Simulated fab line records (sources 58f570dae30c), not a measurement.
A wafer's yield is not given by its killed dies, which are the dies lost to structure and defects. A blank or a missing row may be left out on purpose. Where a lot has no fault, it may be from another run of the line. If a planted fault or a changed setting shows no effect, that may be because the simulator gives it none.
Split-lot trial	flow berkeley_cmos170	5 lots, 23 wafers read, on a route of 331 steps

== SPLIT DETAILS ==
At UCB170_NVT_COAT_01 (resist thk 900 nm), the setting spin_rpm was moved away from the recipe's 1500 rpm on 9 of the 23 wafers read, by -6.6% to +7.2%. This setting was run at the recipe's value on the other wafers.

The reading comes from the split's own step.

== THE READING ==
KrF_of_NVT_COAT_01.thk_nm (the simulator's own value, which no gauge read), in nm, at UCB170_NVT_COAT_01 (resist thk 900 nm). There is no usual value for it anywhere in the file. Across the 14 wafers here that went through the recipe, the average is 900.2 nm and the standard deviation 2.4 nm.

wafer	tool, chamber at the split	spin_rpm as run, rpm	against the recipe	KrF_of_NVT_COAT_01.thk_nm, nm	against lot-mates on the recipe
L076.1	litho_track-02, 0	1401	-6.6%	937.5	+35.2
L076.2	litho_track-02, 0	1401	-6.6%	938	+35.7
L076.3	litho_track-02, 0	1401	-6.6%	934	+31.7
L076.5	litho_track-02, 0	1500	recipe	902.3	-
L076.6	litho_track-02, 0	1500	recipe	902.4	-
L077.1	litho_track-04, 0	1553	+3.5%	886	-17.2
L077.3	litho_track-04, 0	1500	recipe	903	-
L077.4	litho_track-04, 0	1553	+3.5%	888.5	-14.7
L077.5	litho_track-04, 0	1500	recipe	902.7	-
L077.6	litho_track-04, 0	1500	recipe	904	-
L075.1	litho_track-01, 0	1500	recipe	899.9	-
L075.4	litho_track-01, 0	1500	recipe	899.4	-
L075.6	litho_track-01, 0	1500	recipe	898.7	-
L083.1	litho_track-01, 0	1500	recipe	895.7	-
L083.2	litho_track-01, 0	1500	recipe	896.7	-
L083.3	litho_track-01, 0	1500	recipe	900.1	-
L083.4	litho_track-01, 0	1607	+7.1%	866.7	-30.8
L083.5	litho_track-01, 0	1607	+7.1%	866.9	-30.6
L084.1	litho_track-04, 0	1608	+7.2%	864.9	-34.3
L084.2	litho_track-04, 0	1608	+7.2%	866.1	-33.1
L084.3	litho_track-04, 0	1500	recipe	898.3	-
L084.4	litho_track-04, 0	1500	recipe	900.2	-
L084.6	litho_track-04, 0	1500	recipe	899.2	-

THE FIT
A straight line over all 23 wafers: KrF_of_NVT_COAT_01.thk_nm changes by -5 nm for each +1% of spin_rpm; r = -0.99; the points scatter about the line by 2.7 nm.
The same after taking each lot's own level away (the mean of its wafers on the recipe; 23 wafers): -4.78 nm for each +1%; r = -1.00; scatter 1.7 nm.
According to that fit, moving spin_rpm by its largest amount changes the reading by 34 nm.
Across the lots, their own levels run from 897.50 to 903.23 nm, a range of 2.4 times the standard deviation given above.
So the lot-to-lot level changes the slope little: the two slopes agree.
Check: with one of the wafers moved furthest among these (+7.2%) left out of the fit, the line predicts -33.5 nm for it against its lot-mates. Against them it came out at -34.3 nm.

== OTHER SPLITS APPLIED TO THESE WAFERS ==
Note: prior to the reading, these wafers also went through further splits. Each is held against what the fit with the lots' levels taken away leaves over:
other split on the same wafers	wafers away from the commonest value	r with KrF_of_NVT_COAT_01.thk_nm (lot level and that fit taken away)
UCB170_START_OXIDATION_02 temp_c	15	+0.31
UCB170_NWELL_IMPLANT_14 dose_cm2	9	-0.05
UCB170_PWELL_COAT_08 resist_thk_nm	7	-0.10
UCB170_PWELL_ETCH_14 over_etch_frac	7	+0.34
UCB170_FIELD_OXIDATION_01 temp_c	15	+0.18

== THE WHOLE CHAIN: every reading that the file lists as answering this split, in the file's order ==
step	what it does	reading	change (the file's fit)	r (the file's)
UCB170_NVT_COAT_01	resist thk 900 nm	KrF_of_NVT_COAT_01.thk_nm (the simulator's own value, which no gauge read)	-4.69 nm for each +1% of the setting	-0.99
UCB170_NVT_STRIP_08	strips in O2	strip_time_to_endpoint_s	withheld for each +1% of the setting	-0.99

== THE FILE'S OWN FIT ==
KrF_of_NVT_COAT_01.thk_nm changes by -4.69 nm for each +1% of spin_rpm, r = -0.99.
